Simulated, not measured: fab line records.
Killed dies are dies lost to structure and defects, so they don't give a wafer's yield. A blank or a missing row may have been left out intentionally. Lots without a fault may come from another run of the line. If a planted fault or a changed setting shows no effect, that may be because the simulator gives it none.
Which tool did it? / flow rit-cmos / 7 lots with 21 wafers sampled at 4 steps, on a route of 202 steps

== WHAT EACH GAUGE READ, for each wafer ==
RIT_SILICIDE_RS_MEAS_02: uses a four-point probe to measure.
lot=L805; measured=day 3 18:52; on=film-metro-03; SILICIDE_TI_RS (ohm/sq)=47.2 48.1 47.8
lot=L808; measured=day 4 08:53; on=film-metro-04; SILICIDE_TI_RS (ohm/sq)=47.4 48.3 48.7
lot=L810; measured=day 4 19:59; on=film-metro-03; SILICIDE_TI_RS (ohm/sq)=46.9 48.1 47.7
lot=L815; measured=day 5 16:22; on=film-metro-01; SILICIDE_TI_RS (ohm/sq)=46.7 47.6 47.0
lot=L817; measured=day 6 06:45; on=film-metro-01; SILICIDE_TI_RS (ohm/sq)=48.6 47.3 47.6
lot=L823; measured=day 8 02:20; on=film-metro-01; SILICIDE_TI_RS (ohm/sq)=47.9 48.0 47.4
lot=L826; measured=day 8 12:41; on=film-metro-04; SILICIDE_TI_RS (ohm/sq)=47.3 48.1 47.6

== WHAT TOOL EACH LOT RAN ON (gives the tool, then ch and the chambers of the sampled wafers, and finally the start) ==
lot=L805; RIT_PWELL_STRIP_09=plasma-asher-02 ch 0, day 2 09:38; RIT_PSD_STRIP_09=plasma-asher-02 ch 0,1, day 3 17:32; RIT_SILICIDE_SPUTTER_01=pvd-sputter-01, day 3 18:41
lot=L808; RIT_PWELL_STRIP_09=plasma-asher-02 ch 0,1, day 2 23:53; RIT_PSD_STRIP_09=plasma-asher-04 ch 0, day 4 07:34; RIT_SILICIDE_SPUTTER_01=pvd-sputter-04, day 4 08:43
lot=L810; RIT_PWELL_STRIP_09=plasma-asher-02 ch 0,1, day 3 12:46; RIT_PSD_STRIP_09=plasma-asher-04 ch 0,1, day 4 18:40; RIT_SILICIDE_SPUTTER_01=pvd-sputter-02, day 4 19:50
lot=L815; RIT_PWELL_STRIP_09=plasma-asher-02 ch 0,1, day 4 11:13; RIT_PSD_STRIP_09=plasma-asher-03 ch 0,1, day 5 15:03; RIT_SILICIDE_SPUTTER_01=pvd-sputter-01, day 5 16:13
lot=L817; RIT_PWELL_STRIP_09=plasma-asher-03 ch 1, day 4 23:16; RIT_PSD_STRIP_09=plasma-asher-04 ch 0,1, day 6 05:23; RIT_SILICIDE_SPUTTER_01=pvd-sputter-01, day 6 06:35
lot=L823; RIT_PWELL_STRIP_09=plasma-asher-03 ch 0,1, day 6 08:23; RIT_PSD_STRIP_09=plasma-asher-03 ch 0,1, day 8 00:59; RIT_SILICIDE_SPUTTER_01=pvd-sputter-01, day 8 02:10
lot=L826; RIT_PWELL_STRIP_09=plasma-asher-02 ch 0,1, day 6 18:46; RIT_PSD_STRIP_09=plasma-asher-03 ch 1, day 8 11:22; RIT_SILICIDE_SPUTTER_01=pvd-sputter-01, day 8 12:32
- RIT_PWELL_STRIP_09: strips in O2, time 180 s.
- RIT_PSD_STRIP_09: strips in O2, time 180 s.
- RIT_SILICIDE_SPUTTER_01: material Ti, target thk 30 nm, time 240 s.

== THE ANSWER, worked out from the rows above alone ==
Rule: the lots themselves supply what counts as usual. Put in order of their means at a reading, lots are off if they are a third of the lots or fewer, leave a main group of 4 or more, and stand apart from it by a gap of 3 or more times the standard deviation of the main group's means; of several such gaps the widest counts. If all means in a main group match to the digits the tables above print for the reading, that group is not used. Also off: a lot with no number at a reading for which 4 or more lots have one. All remaining lots with rows at the step are treated as sound.
Across all readings shown, no lot is off: no conclusion can be drawn from this.

== WHAT THE SIMULATOR HAD INSERTED ==
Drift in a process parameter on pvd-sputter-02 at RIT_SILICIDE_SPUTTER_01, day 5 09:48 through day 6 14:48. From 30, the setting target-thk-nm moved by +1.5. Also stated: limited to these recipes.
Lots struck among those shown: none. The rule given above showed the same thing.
